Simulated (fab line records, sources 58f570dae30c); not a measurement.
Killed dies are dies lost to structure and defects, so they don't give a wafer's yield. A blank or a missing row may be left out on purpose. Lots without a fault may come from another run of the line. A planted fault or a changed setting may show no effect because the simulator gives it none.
One fault seen from 2 desks | flow berkeley_cmos170 | each desk has only its own numbers; what lay behind them comes last

THE TOOL OWNER'S DESK: furnace-04
The tool's own readings at UCB170_FIELD_OXIDATION_01 (target thk 558.3 nm, ox time 7200 s): means of the sampled wafers that have a number, for each lot that ran on this tool. A lot is out of limits, marked OUT, if its mean lies more than 4 standard deviations from the usual mean; the brackets give that distance.
Columns: A = spike_tc_centre_C at UCB170_FIELD_OXIDATION_01, usual 1003.3 C; B = spike_tc_load_C at UCB170_FIELD_OXIDATION_01, usual 1029.8 C; C = spike_tc_source_C at UCB170_FIELD_OXIDATION_01, usual 1025.8 C; D = tube_center_temp_C at UCB170_FIELD_OXIDATION_01, usual 1000 C; E = tube_center_temp_C_max at UCB170_FIELD_OXIDATION_01, usual 1002.6; F = zone_power_load_pct at UCB170_FIELD_OXIDATION_01, usual 33.3 %; G = zone_power_source_pct at UCB170_FIELD_OXIDATION_01, usual 34.3 %
lot  | first seen here | A                | B                | C                | D                      | E                | F               | G
L840 | day 4 17:46     | 1004.2           | 1032.7           | 1026.6           | 1000                   | 1002.3           | 33.8            | 34.1
L843 | day 5 18:20     | 1003.9           | 1031.6           | 1026.2           | 1000                   | 1002.2           | 33.9            | 34.2
L844 | day 5 18:20     | 1004.6           | 1030.9           | 1026.9           | 1000                   | 1002.3           | 33.8            | 34.5
L845 | day 5 18:20     | 1004.6           | 1031.0           | 1026.6           | 1000                   | 1001.9           | 33.6            | 34.4
L846 | day 5 18:20     | 1003.4           | 1031.8           | 1026.2           | 1000                   | 1002.7           | 33.9            | 34.8
L849 | day 6 09:47     | 1004.1           | 1030.8           | 1026.6           | 1000                   | 1002.7           | 33.9            | 34.9
L850 | day 6 22:24     | 1036.0 (+23) OUT | 1063.6 (+12) OUT | 1058.5 (+23) OUT | 1032 (+99 or more) OUT | 1034.3 (+72) OUT | 36.2            | 37.3 (+7.1) OUT
L854 | day 7 21:17     | 1034.9 (+23) OUT | 1063.4 (+12) OUT | 1058.5 (+23) OUT | 1032 (+99 or more) OUT | 1034.7 (+73) OUT | 36.6 (+4.1) OUT | 37.1 (+6.7) OUT
L855 | day 7 21:17     | 1035.7 (+23) OUT | 1063.2 (+12) OUT | 1058.7 (+24) OUT | 1032 (+99 or more) OUT | 1034.5 (+73) OUT | 36.6 (+4.0) OUT | 37.4 (+7.3) OUT
This desk's finding: out of limits on L850, L854, L855; first on L850, day 6 22:24 (spike_tc_centre_C at UCB170_FIELD_OXIDATION_01). In limits: L840, L843, L844, L845, L846, L849.

THE METROLOGY DESK
What the gauges read, lot by lot, whatever tool the lot ran on: means of the sampled wafers that have a number. A lot is out of limits, marked OUT, if its mean lies more than 4 standard deviations from the usual mean; the brackets give that distance.
Columns: A = FIELD_OXIDE_THK at UCB170_FIELD_THK_MEAS_02, usual 556 nm; B = FIELD_OXIDE_LEFT_1_THK at UCB170_FIELD_THK_MEAS_90, usual 439 nm; C = FIELD_OXIDE_LEFT_2_THK at UCB170_FIELD_THK_MEAS_91, usual 351 nm; D = NSD_TW at UCB170_NSD_TW_MEAS_10, usual 4203; E = M1_OVL at UCB170_M1_OVL_MEAS_10, usual -1 nm; F = V2_OVL at UCB170_V2_OVL_MEAS_13, usual 0 nm
lot  | first seen here | A              | B              | C              | D    | E  | F
L840 | day 4 20:51     | 537            | 420            | 331            | 4237 | -8 | 3
L842 | day 5 05:31     | 565            | 448            | 360            | 4160 | 6  | -10
L841 | day 5 05:32     | 556            | 440            | 352            | 4155 | 1  | -3
L845 | day 5 21:20     | 550            | 433            | 345            | 4235 | -0 | 10
L846 | day 5 21:22     | 552            | 435            | 346            | 4237 | 2  | -6
L844 | day 5 21:23     | 540            | 422            | 333            | 4198 | -6 | -7
L843 | day 5 21:28     | 561            | 442            | 354            | 4248 | 6  | 0
L849 | day 6 12:47     | 552            | 436            | 350            | 4216 | 1  | 0
L850 | day 7 01:25     | 665 (+9.9) OUT | 548 (+9.9) OUT | 461 (+10) OUT  | 4236 | 1  | 5
L855 | day 8 00:17     | 666 (+10) OUT  | 549 (+10) OUT  | 461 (+10) OUT  | 4213 | -4 | -0
L854 | day 8 00:19     | 658 (+9.3) OUT | 540 (+9.2) OUT | 453 (+9.2) OUT | 4243 | -3 | 7
This desk's finding: out of limits on L850, L854, L855; first on L850, day 7 01:25 (FIELD_OXIDE_THK at UCB170_FIELD_THK_MEAS_02). In limits: L840, L842, L841, L845, L846, L844, L843, L849.

PUT TOGETHER
The tool owner's desk could have raised an alarm at day 6 22:24, on L850, L854, L855.
The metrology desk could have raised an alarm at day 7 01:25, on L850, L854, L855.
Of the lots named, all ran UCB170_FIELD_OXIDATION_01 on furnace-04.

WHAT THE SIMULATOR HAD PUT IN
Process parameter drift: furnace-04, from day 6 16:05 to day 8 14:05, at UCB170_FIELD_OXIDATION_01. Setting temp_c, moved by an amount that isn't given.
Lots struck among those shown: L850, L854, L855.
Hours from the fault's start to each desk's first reading out of limits: the tool owner's desk, 6; the metrology desk, 9.
